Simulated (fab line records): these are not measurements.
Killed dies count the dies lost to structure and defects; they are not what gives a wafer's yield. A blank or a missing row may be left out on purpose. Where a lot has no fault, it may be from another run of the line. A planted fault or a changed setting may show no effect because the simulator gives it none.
fab line records | flow ritCmos
[record] lots = 5 wafers = 23
route steps=202 shown PLDD@119 NSD@132 PSD@150 SDANNEAL@153 SILICIDE@162 CONTACT@175 M1@184
startH: start of the lot's first displayed wafer, in hours after the record's first day | waitH: time in hours since the lot's previous step | " unchanged from the row above | L1.1+2: several wafers, shown together as one row | - no value present, or no start provided | * or withheld: withheld | < > ~ a bound
route shown NAME@n: names a module that has steps shown in the file, with the first one's number in the route | usual: mean/standard deviation taken from wafers without a fault | same: alike in all rows | chamber/n: place in a boat | sites: the reading at each site | _std_site: the standard deviation of these | _edge_site: inner sites' mean taken away from outer sites' mean | radiusMm: how far each site lies from the wafer's centre | mask NAME#n: copy n | behind: tool/chamber where the wafer was last shaped | hold: the reason the lot was held/the length of the hold in hours/how it ended | device: transistor that didn't switch, given as n, p or np | end of line: the same wafers' tests at the end of the route | a step without rows: its recipe alone | killed: dies that structure and defects cost at the first sort, which is not the same as the wafer's yield | map: per-die view of a wafer (x killed, . not killed, _ where there is no die)
set.NAME: setting as actually run; set.NAME@STEP: the setting as run at that earlier step | model.NAME: the simulator's own value behind a step, which no gauge read
lots where settings were altered on purpose, with a table for each step and a row for each wafer
[[steps]]
[step RIT_PLDD_DEVELOP_05]
[recipe] resist = NOVOLAK developTimeS = 50 devTempC = 23
// columns lot.wafer tool chamber startH waitH set.developTimeS
L074.1+3+6 lithoTrack-01 0 - - 46.92
L074.4+5 " 0 " " 50
L075.1+2+4+5+6 lithoTrack-01 0 - - 50
L076.3+4+6 lithoTrack-03 0 - - 50
L079.1+3 lithoTrack-01 0 - - 50
L079.2+5+6 " 0 " " 53.92
L081.1+5 lithoTrack-01 0 - - 50
L081.3+4+6 " 0 " " 54.32
[step RIT_PLDD_HARDBAKE_07]
[recipe] resist = NOVOLAK tempC = 140 timeS = 60
// columns lot.wafer tool chamber startH waitH set.spinRpm@PLDD_COAT_01 model.NOVOLAK_of_PLDD_COAT_01.thkNm
L074.1 lithoTrack-03 0 44.88 0.0 3044 916
L074.3 " 0 " " 3044 920.8
L074.4+5 " 0 " " 3250 887
L074.6 " 0 " " 3250 886.4
L075.1 lithoTrack-02 0 54.42 0.0 3384 867.1
L075.2 " 0 " " 3250 883.8
L075.4 " 0 " " 3250 886.9
L075.5 " 0 " " 3384 867.3
L075.6 " 0 " " 3384 866.8
L076.3 lithoTrack-03 0 57.82 0.1 3250 887.9
L076.4 " 0 " " 3250 884
L076.6 " 0 " " 3250 888.6
L079.1 lithoTrack-01 0 74.71 0.0 3161 895.8
L079.2 " 0 " " 3250 882.8
L079.3 " 0 " " 3161 896.8
L079.5 " 0 " " 3161 896.2
L079.6 " 0 " " 3250 886.1
L081.1 lithoTrack-01 0 82.61 0.0 3122 904.5
L081.3 " 0 " " 3250 881.6
L081.4 " 0 " " 3122 902.2
L081.5 " 0 " " 3250 885.6
L081.6 " 0 " " 3250 886.2
[step RIT_NSD_COAT_01]
[recipe] resist = NOVOLAK spinRpm = 3250 resistThkNm = 1000
// columns lot.wafer tool chamber startH waitH set.resistThkNm model.NOVOLAK_of_NSD_COAT_01.thkNm
L074.1 lithoTrack-01 0 49.42 0.1 1000 998.6
L074.3 " 0 " " 1000 997.5
L074.4 " 0 " " 945.1 941.2
L074.5 " 0 " " 1000 1000
L074.6 " 0 " " 945.1 947.3
L075.1 lithoTrack-02 0 57.62 0.1 979.8 976.3
L075.2 " 0 " " 1000 1000
L075.4 " 0 " " 1000 997.2
L075.5 " 0 " " 1000 998.3
L075.6 " 0 " " 979.8 980.4
L076.3 lithoTrack-01 0 61.01 0.1 1000 1002
L076.4 " 0 " " 1000 999.6
L076.6 " 0 " " 1000 997
L079.1 lithoTrack-01 0 77.90 0.1 1000 994.6
L079.2 " 0 " " 1000 993.9
L079.3 " 0 " " 1000 998.4
L079.5 " 0 " " 1000 998.1
L079.6 " 0 " " 1000 994.7
L081.1+3 lithoTrack-04 0 86.08 0.1 1000 1003
L081.4 " 0 " " 1019 1020
L081.5 " 0 " " 1019 1022
L081.6 " 0 " " 1000 1005
[step RIT_NSD_SOFTBAKE_02]
[recipe] resist = NOVOLAK tempC = 90 timeS = 60
[step RIT_NSD_EXPOSE_03]
[recipe] maskId = M9 na = 0.57 targetCdNm = 40700 doseMj = 250
[step RIT_NSD_DEVELOP_05]
[recipe] resist = NOVOLAK developTimeS = 50 devTempC = 23.77
[step RIT_NSD_HARDBAKE_07]
[recipe] resist = NOVOLAK tempC = 140 timeS = 60
// columns lot.wafer tool chamber startH waitH set.resistThkNm@NSD_COAT_01 model.NOVOLAK_of_NSD_COAT_01.thkNm
L074.1 lithoTrack-04 0 50.42 0.2 1000 882.6
L074.3 " 0 " " 1000 881.6
L074.4 " 0 " " 945.1 832.3
L074.5 " 0 " " 1000 883.8
L074.6 " 0 " " 945.1 837.7
L075.1 lithoTrack-04 0 58.35 0.0 979.8 863.1
L075.2 " 0 " " 1000 883.9
L075.4 " 0 " " 1000 881.4
L075.5 " 0 " " 1000 882.3
L075.6 " 0 " " 979.8 866.7
L076.3 lithoTrack-04 0 61.87 0.1 1000 885.4
L076.4 " 0 " " 1000 883.5
L076.6 " 0 " " 1000 881.2
L079.1+6 lithoTrack-02 0 78.64 0.0 1000 879.1
L079.2 " 0 " " 1000 878.4
L079.3 " 0 " " 1000 882.4
L079.5 " 0 " " 1000 882.1
L081.1 lithoTrack-02 0 86.82 0.0 1000 886
L081.3 " 0 " " 1000 886.4
L081.4 " 0 " " 1019 901.5
L081.5 " 0 " " 1019 903.2
L081.6 " 0 " " 1000 888.5
[step RIT_PSD_IMPLANT_08]
[recipe] species = BF2 energyKev = 27 doseCm2 = 5e+15 tiltDeg = 7
// columns lot.wafer tool chamber startH waitH set.energyKev model.implant.rpNm model.implant.drpNm
L074.1+4+5 implanter-03 0 51.99 0.1 27.88 22.18 12.32
L074.3+6 " 0 " " 27 21.62 12.05
L075.1+2+4+5+6 implanter-01 0 59.92 0.1 27 21.87 12.05
L076.3+4+6 implanter-04 0 63.58 0.1 27 22.63 12.05
L079.1+2+3 implanter-01 0 80.21 0.1 26.49 22.29 11.89
L079.5+6 " 0 " " 27 22.64 12.05
L081.1+4 implanter-04 0 88.57 0.1 27 22.32 12.05
L081.3+5+6 " 0 " " 28.29 23.17 12.45
[step RIT_SDANNEAL_CLEAN_00]
[recipe] chemistry = SC1 mix = 3:3:50 timeS = 600 tempC = 75
// columns lot.wafer tool chamber startH waitH set.timeS
L074.1+3+4+5+6 - - - 0.1 563.7
L075.1+2+4+5+6 - - - 0.1 600
L076.3+4+6 wetBench-01 3 63.91 0.0 600
L079.1+2+3+5+6 - - - 0.1 547.2
L081.1+3+4+5+6 - - - 0.1 628.6
[step RIT_SDANNEAL_CLEAN_01]
[recipe] chemistry = dHF dilution = 50:1 timeS = 30
[step RIT_SDANNEAL_CLEAN_02]
[recipe] chemistry = SC2 mix = 3:3:50 timeS = 600 tempC = 75 dry = n2Spin
[step RIT_SDANNEAL_RTA_03]
[recipe] tempC = 1050 timeS = 5 idleTempC = 600 rampUpCPerS = 342 rampDownCPerS = 171 coolToC = 600 ambient = N2
[step RIT_SDANNEAL_RS_MEAS_04]
[recipe] thkMeasGauge = four-point-probe
[usual] PSD_RS = 115.6/0.33
// columns lot.wafer tool chamber startH waitH set.energyKev@PSD_IMPLANT_08 PSD_RS[ohm/sq]
L074.1 filmMetro-04 - 52.80 0.0 27.88 113.9
L074.3 " - " " 27 115.4
L074.4 " - " " 27.88 113.5
L074.5 " - " " 27.88 113.5
L074.6 " - " " 27 115.6
L075.1 filmMetro-04 - 60.73 0.0 27 115.2
L075.2 " - " " 27 115.5
L075.4 " - " " 27 115.7
L075.5 " - " " 27 115.7
L075.6 " - " " 27 115.7
L076.3 filmMetro-04 - 64.38 0.1 27 115.7
L076.4 " - " " 27 115.4
L076.6 " - " " 27 115.3
L079.1 filmMetro-02 - 81.02 0.0 26.49 116.5
L079.2 " - " " 26.49 116.6
L079.3 " - " " 26.49 116.6
L079.5 " - " " 27 115.4
L079.6 " - " " 27 115.7
L081.1 filmMetro-02 - 89.38 0.0 27 115.7
L081.3 " - " " 28.29 113.2
L081.4 " - " " 27 115.9
L081.5 " - " " 28.29 112.8
L081.6 " - " " 28.29 112.9
[step RIT_SILICIDE_SPUTTER_01]
[recipe] material = Ti targetThkNm = 30 powerW = 350 chamberPressurePa = 0.667 gas = Ar timeS = 240 substrateTempC = 25
// columns lot.wafer tool chamber startH waitH set.timeS model.Ti_of_SILICIDE_SPUTTER_01.thkNm
L074.1 pvdSputter-02 - 53.29 0.0 240 29.94
L074.3+5 " - " " 240 29.45
L074.4 " - " " 240 30.29
L074.6 " - " " 240 30.14
L075.1 pvdSputter-01 - 61.23 0.0 218.8 27.72
L075.2 " - " " 240 29.95
L075.4 " - " " 218.8 26.62
L075.5 " - " " 218.8 26.67
L075.6 " - " " 240 30.24
L076.3 pvdSputter-02 - 64.83 0.0 240 30.42
L076.4 " - " " 240 30.73
L076.6 " - " " 240 29.77
L079.1 pvdSputter-01 - 81.51 0.0 204.8 25.87
L079.2 " - " " 204.8 25.65
L079.3 " - " " 240 30.07
L079.5 " - " " 240 30.35
L079.6 " - " " 204.8 25.16
L081.1 pvdSputter-02 - 89.87 0.0 240 29.4
L081.3 " - " " 223.3 27.98
L081.4 " - " " 240 29.81
L081.5 " - " " 223.3 27.97
L081.6 " - " " 240 29.69
[step RIT_SILICIDE_RS_MEAS_02]
[recipe] thkMeasGauge = four-point-probe reads = Ti_of_SILICIDE_SPUTTER_01
[usual] SILICIDE_TI_RS = 48.2/0.92
// columns lot.wafer tool chamber startH waitH set.timeS@SILICIDE_SPUTTER_01 SILICIDE_TI_RS[ohm/sq]
L074.1 filmMetro-01 - 53.44 0.1 240 48.0
L074.3 " - " " 240 49.1
L074.4 " - " " 240 47.3
L074.5 " - " " 240 49.0
L074.6 " - " " 240 47.5
L075.1 filmMetro-04 - 61.38 0.1 218.8 52.9
L075.2 " - " " 240 47.8
L075.4 " - " " 218.8 55.5
L075.5 " - " " 218.8 55.4
L075.6 " - " " 240 47.2
L076.3 filmMetro-03 - 65.02 0.1 240 47.1
L076.4 " - " " 240 46.5
L076.6 " - " " 240 48.4
L079.1 filmMetro-04 - 81.66 0.1 204.8 57.6
L079.2 " - " " 204.8 58.2
L079.3 " - " " 240 47.7
L079.5 " - " " 240 47.1
L079.6 " - " " 204.8 59.6
L081.1 filmMetro-03 - 90.02 0.1 240 49.0
L081.3 " - " " 223.3 52.3
L081.4 " - " " 240 48.2
L081.5 " - " " 223.3 52.2
L081.6 " - " " 240 48.5
[step RIT_SILICIDE_THK_MEAS_03]
[recipe] thkMeasGauge = xrf reads = Ti_of_SILICIDE_SPUTTER_01
[usual] SILICIDE_TI_THK = 29.5/0.45
// columns lot.wafer tool chamber startH waitH set.timeS@SILICIDE_SPUTTER_01 SILICIDE_TI_THK[nm]
L074.1 filmMetro-01 - 53.56 0.1 240 29.5
L074.3 " - " " 240 29.1
L074.4 " - " " 240 29.8
L074.5 " - " " 240 29.0
L074.6 " - " " 240 29.6
L075.1 filmMetro-04 - 61.50 0.1 218.8 27.3
L075.2 " - " " 240 29.5
L075.4 " - " " 218.8 26.1
L075.5 " - " " 218.8 26.3
L075.6 " - " " 240 29.7
L076.3 filmMetro-03 - 65.12 0.1 240 30.2
L076.4 " - " " 240 30.6
L076.6 " - " " 240 29.6
L079.1 filmMetro-04 - 81.78 0.1 204.8 25.6
L079.2 " - " " 204.8 25.2
L079.3 " - " " 240 29.6
L079.5 " - " " 240 29.8
L079.6 " - " " 204.8 24.7
L081.1 filmMetro-03 - 90.14 0.1 240 29.2
L081.3 " - " " 223.3 27.8
L081.4 " - " " 240 29.6
L081.5 " - " " 223.3 27.8
L081.6 " - " " 240 29.6
[step RIT_CONTACT_DEVELOP_07]
[recipe] resist = NOVOLAK developTimeS = 120 devTempC = 23
// columns lot.wafer tool chamber startH waitH set.developTimeS
L074.1+3+4 lithoTrack-04 0 - - 130.5
L074.5+6 " 0 " " 120
L075.1+2+4+5+6 lithoTrack-02 0 - - 120
L076.3+4+6 lithoTrack-03 0 - - 120
L079.1+3+5 lithoTrack-03 0 - - 107.5
L079.2+6 " 0 " " 120
L081.1+3+4+5+6 lithoTrack-03 0 - - 120
[step RIT_CONTACT_CD_MEAS_08]
[recipe] targetCdNm = 1000
[usual] cdNm = 1000.6/2.7
// columns lot.wafer tool chamber startH waitH set.developTimeS@CONTACT_DEVELOP_07 cdNm
L074.1 cdSem-02 - 55.00 - 130.5 1010.5
L074.3 " - " " 130.5 1011.0
L074.4 " - " " 130.5 1007.1
L074.5 " - " " 120 1003.4
L074.6 " - " " 120 1000.9
L075.1 cdSem-01 - 62.93 - 120 1006.1
L075.2 " - " " 120 1004.3
L075.4 " - " " 120 1004.8
L075.5 " - " " 120 1003.5
L075.6 " - " " 120 1005.9
L076.3 cdSem-01 - 66.74 - 120 999.9
L076.4 " - " " 120 998.7
L076.6 " - " " 120 1000.0
L079.1 cdSem-01 - 83.12 - 107.5 991.5
L079.2 " - " " 120 1000.1
L079.3 " - " " 107.5 989.6
L079.5 " - " " 107.5 989.4
L079.6 " - " " 120 1001.9
L081.1 cdSem-01 - 91.58 - 120 1001.2
L081.3 " - " " 120 1000.1
L081.4 " - " " 120 1000.5
L081.5 " - " " 120 998.7
L081.6 " - " " 120 999.0
[step RIT_CONTACT_HARDBAKE_10]
[recipe] resist = NOVOLAK tempC = 140 timeS = 60
[step RIT_CONTACT_ETCH_11]
[recipe] targetDepthA = 4800 overEtchFrac = 0.2 stopOn = TiSi2 chemistry = CHF3/CF4/Ar target = SiO2 CHF3_flow_sccm = 50 cf4FlowSccm = 10 Ar_flow_sccm = 100 O2_flow_sccm = 5 pressureMtorr = 100 rfW = 200 timeS = 320
// columns lot.wafer tool chamber startH waitH set.developTimeS@CONTACT_DEVELOP_07 model.CONTACT.cdNm
L074.1+3 rieDiel-02 3,0 55.31 0.1 130.5 1010
L074.4 " 1 " " 130.5 1008
L074.5 " 1 " " 120 1003
L074.6 " 2 " " 120 1001
L075.1 rieDiel-04 2 63.24 0.1 120 1007
L075.2+5 " 3,2 " " 120 1004
L075.4 " 0 " " 120 1006
L075.6 " 3 " " 120 1005
L076.3 rieDiel-02 2 67.01 0.1 120 999.8
L076.4 " 3 " " 120 998
L076.6 " 2 " " 120 999.7
L079.1 rieDiel-03 1 83.43 0.1 107.5 991.1
L079.2 " 3 " " 120 1000
L079.3 " 0 " " 107.5 989.5
L079.5 " 0 " " 107.5 989.3
L079.6 " 3 " " 120 1002
L081.1 rieDiel-02 0 91.89 0.1 120 1001
L081.3+4 " 2,3 " " 120 1000
L081.5 " 3 " " 120 998.4
L081.6 " 0 " " 120 998.9
[step RIT_CONTACT_STRIP_12]
[recipe] chemistry = O2 timeS = 180 resist = NOVOLAK platenTempC = withheld powerW = 500 pressureMtorr = 4000 o2FlowSccm = 4000
[step RIT_CONTACT_CD_MEAS_90]
[recipe] targetCdNm = 1000
[usual] cdNm = 1000.4/2.8
// columns lot.wafer tool chamber startH waitH set.developTimeS@CONTACT_DEVELOP_07 cdNm
L074.1 cdSem-01 - 55.68 0.1 130.5 1009.9
L074.3 " - " " 130.5 1010.9
L074.4 " - " " 130.5 1007.9
L074.5 " - " " 120 1003.3
L074.6 " - " " 120 1001.2
L075.1 cdSem-02 - 63.61 0.1 120 1007.0
L075.2 " - " " 120 1003.9
L075.4 " - " " 120 1005.5
L075.5 " - " " 120 1004.4
L075.6 " - " " 120 1005.1
L076.3 cdSem-02 - 67.42 0.1 120 1000.1
L076.4 " - " " 120 998.2
L076.6 " - " " 120 999.8
L079.1 cdSem-02 - 83.80 0.1 107.5 991.2
L079.2 " - " " 120 1000.4
L079.3 " - " " 107.5 989.6
L079.5 " - " " 107.5 989.3
L079.6 " - " " 120 1002.2
L081.1 cdSem-02 - 92.26 0.1 120 1000.5
L081.3 " - " " 120 999.9
L081.4 " - " " 120 999.6
L081.5 " - " " 120 998.3
L081.6 " - " " 120 999.0
[step RIT_M1_SPUTTER_00]
[recipe] material = Al targetThkNm = 400 powerW = 2000 chamberPressurePa = 0.4 gas = Ar timeS = 500 substrateTempC = 25
// columns lot.wafer tool chamber startH waitH set.powerW model.Al_of_M1_SPUTTER_00.thkNm
L074.1 pvdSputter-04 - 56.16 0.0 2000 400.9
L074.3 " - " " 2000 407.8
L074.4 " - " " 2000 400.2
L074.5 " - " " 2000 403.1
L074.6 " - " " 2000 400.3
L075.1 pvdSputter-04 - 64.08 0.0 2000 401.3
L075.2 " - " " 1918 380.6
L075.4 " - " " 2000 395.6
L075.5 " - " " 1918 384.4
L075.6 " - " " 2000 395.3
L076.3 pvdSputter-03 - 67.85 0.0 2000 398.1
L076.4 " - " " 2000 404
L076.6 " - " " 2000 399.9
L079.1 pvdSputter-04 - 84.29 0.0 1777 353.8
L079.2 " - " " 1777 357.5
L079.3 " - " " 2000 404.4
L079.5 " - " " 1777 358.7
L079.6 " - " " 2000 401.3
L081.1 pvdSputter-01 - 92.90 0.0 2104 426.8
L081.3 " - " " 2000 395.1
L081.4 " - " " 2000 403.3
L081.5 " - " " 2104 426.4
L081.6 " - " " 2104 417.2
[step RIT_M1_RS_MEAS_01]
[recipe] thkMeasGauge = four-point-probe reads = Al_of_M1_SPUTTER_00
[usual] M1_AL_RS = 0.0732/0.00072
// columns lot.wafer tool chamber startH waitH set.powerW@M1_SPUTTER_00 M1_AL_RS[ohm/sq]
L074.1 filmMetro-02 - 56.46 0.1 2000 0.0730
L074.3 " - " " 2000 0.0717
L074.4 " - " " 2000 0.0732
L074.5 " - " " 2000 0.0727
L074.6 " - " " 2000 0.0732
L075.1 filmMetro-02 - 64.37 0.1 2000 0.0729
L075.2 " - " " 1918 0.0771
L075.4 " - " " 2000 0.0741
L075.5 " - " " 1918 0.0761
L075.6 " - " " 2000 0.0742
L076.3 filmMetro-02 - 68.18 0.2 2000 0.0735
L076.4 " - " " 2000 0.0726
L076.6 " - " " 2000 0.0733
L079.1 filmMetro-02 - 84.62 0.2 1777 0.0830
L079.2 " - " " 1777 0.0819
L079.3 " - " " 2000 0.0725
L079.5 " - " " 1777 0.0818
L079.6 " - " " 2000 0.0730
L081.1 filmMetro-02 - 93.20 0.1 2104 0.0685
L081.3 " - " " 2000 0.0743
L081.4 " - " " 2000 0.0726
L081.5 " - " " 2104 0.0685
L081.6 " - " " 2104 0.0701
[step RIT_M1_THK_MEAS_02]
[recipe] thkMeasGauge = xrf reads = Al_of_M1_SPUTTER_00
[usual] M1_AL_THK = 399/4.2
// columns lot.wafer tool chamber startH waitH set.powerW@M1_SPUTTER_00 M1_AL_THK[nm]
L074.1 filmMetro-02 - 56.58 0.1 2000 399
L074.3 " - " " 2000 406
L074.4 " - " " 2000 401
L074.5 " - " " 2000 405
L074.6 " - " " 2000 400
L075.1 filmMetro-02 - 64.49 0.1 2000 402
L075.2 " - " " 1918 379
L075.4 " - " " 2000 395
L075.5 " - " " 1918 383
L075.6 " - " " 2000 396
L076.3 filmMetro-02 - 68.28 0.1 2000 398
L076.4 " - " " 2000 404
L076.6 " - " " 2000 399
L079.1 filmMetro-02 - 84.74 0.1 1777 351
L079.2 " - " " 1777 356
L079.3 " - " " 2000 404
L079.5 " - " " 1777 359
L079.6 " - " " 2000 398
L081.1 filmMetro-02 - 93.32 0.1 2104 424
L081.3 " - " " 2000 392
L081.4 " - " " 2000 402
L081.5 " - " " 2104 425
L081.6 " - " " 2104 417
[step RIT_M1_METAL_ETCH_12]
[recipe] stopOn = SiO2 chemistry = Cl2/BCl3 target = Al timeS = 165 overEtchFrac = 0.5 pressureMtorr = 100 targetDepthA = 6000 rfW = 250 Cl2_flow_sccm = 60 bcl3FlowSccm = 50
[usual] oesProductAu = 0.781/0.011
// columns lot.wafer tool chamber startH waitH set.timeS set.powerW@M1_SPUTTER_00 oesProductAu
L074.1 rieMetal-03 0 57.93 0.2 173.2 2000 0.776
L074.3 " 0 " " 173.2 2000 0.790
L074.4 " 0 " " 165 2000 0.782
L074.5 " 0 " " 165 2000 0.787
L074.6 " 0 " " 173.2 2000 0.778
L075.1 rieMetal-04 1 65.84 0.2 165 2000 0.792
L075.2 " 0 " " 165 1918 0.747
L075.4 " 1 " " 165 2000 0.793
L075.5 " 1 " " 165 1918 0.770
L075.6 " 0 " " 165 2000 0.773
L076.3 rieMetal-02 0 69.66 0.2 165 2000 0.769
L076.4 " 1 " " 165 2000 0.802
L076.6 " 1 " " 165 2000 0.787
L079.1 rieMetal-02 1 86.08 0.2 165 1777 0.735
L079.2 " 0 " " 165 1777 0.723
L079.3 " 0 " " 165 2000 0.768
L079.5 " 0 " " 181.7 1777 0.716
L079.6 " 1 " " 181.7 2000 0.787
L081.1 rieMetal-04 0 94.79 0.2 165 2104 0.797
L081.3 " 1 " " 165 2000 0.784
L081.4 " 0 " " 165 2000 0.775
L081.5 " 0 " " 165 2104 0.802
L081.6 " 1 " " 165 2104 0.817
[[key]]
[split] step = RIT_PLDD_DEVELOP_05 setting = developTimeS stated = 50 by = wafer
response none clear
[split] step = RIT_NSD_COAT_01 setting = resistThkNm stated = 1000 by = wafer
[response] step = RIT_NSD_COAT_01 reading = model.NOVOLAK_of_NSD_COAT_01.thkNm change = +9.86 per = 1% r = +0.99
[response] step = RIT_NSD_HARDBAKE_07 reading = model.NOVOLAK_of_NSD_COAT_01.thkNm change = +8.62 per = 1% r = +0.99
[split] step = RIT_PSD_IMPLANT_08 setting = energyKev stated = 27 by = wafer
[response] step = RIT_PSD_IMPLANT_08 reading = model.implant.rpNm change = +0.177 per = 1% r = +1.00
[response] step = RIT_PSD_IMPLANT_08 reading = model.implant.drpNm change = +0.0843 per = 1% r = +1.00
[response] step = RIT_SDANNEAL_RS_MEAS_04 reading = PSD_RS change = -0.585 per = 1% r = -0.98
[split] step = RIT_SDANNEAL_CLEAN_00 setting = timeS stated = 600 by = lot
response none clear
[split] step = RIT_SILICIDE_SPUTTER_01 setting = timeS stated = 240 by = wafer
[response] step = RIT_SILICIDE_SPUTTER_01 reading = model.Ti_of_SILICIDE_SPUTTER_01.thkNm change = +0.314 per = 1% r = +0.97
[response] step = RIT_SILICIDE_RS_MEAS_02 reading = SILICIDE_TI_RS change = -0.735 per = 1% r = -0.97
[response] step = RIT_SILICIDE_THK_MEAS_03 reading = SILICIDE_TI_THK change = +0.305 per = 1% r = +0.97
[split] step = RIT_CONTACT_DEVELOP_07 setting = developTimeS stated = 120 by = wafer
[response] step = RIT_CONTACT_CD_MEAS_08 reading = cdNm change = +0.961 per = 1% r = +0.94
[response] step = RIT_CONTACT_ETCH_11 reading = model.CONTACT.cdNm change = +0.986 per = 1% r = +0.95
[response] step = RIT_CONTACT_CD_MEAS_90 reading = cdNm change = +0.983 per = 1% r = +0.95
[split] step = RIT_M1_SPUTTER_00 setting = powerW stated = 2000 by = wafer
[response] step = RIT_M1_SPUTTER_00 reading = model.Al_of_M1_SPUTTER_00.thkNm change = +4.18 per = 1% r = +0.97
[response] step = RIT_M1_RS_MEAS_01 reading = M1_AL_RS change = -0.000834 per = 1% r = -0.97
[response] step = RIT_M1_THK_MEAS_02 reading = M1_AL_THK change = +4.24 per = 1% r = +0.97
[response] step = RIT_M1_METAL_ETCH_12 reading = oesProductAu change = +0.005 per = 1% r = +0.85
[split] step = RIT_M1_METAL_ETCH_12 setting = timeS stated = 165 by = wafer
response none clear
split outsideThisFile step=RIT_PLDD_COAT_01 setting=spinRpm
// split outsideThisFile: this setting was split too, and the file shows its column; the key of that split is in another file
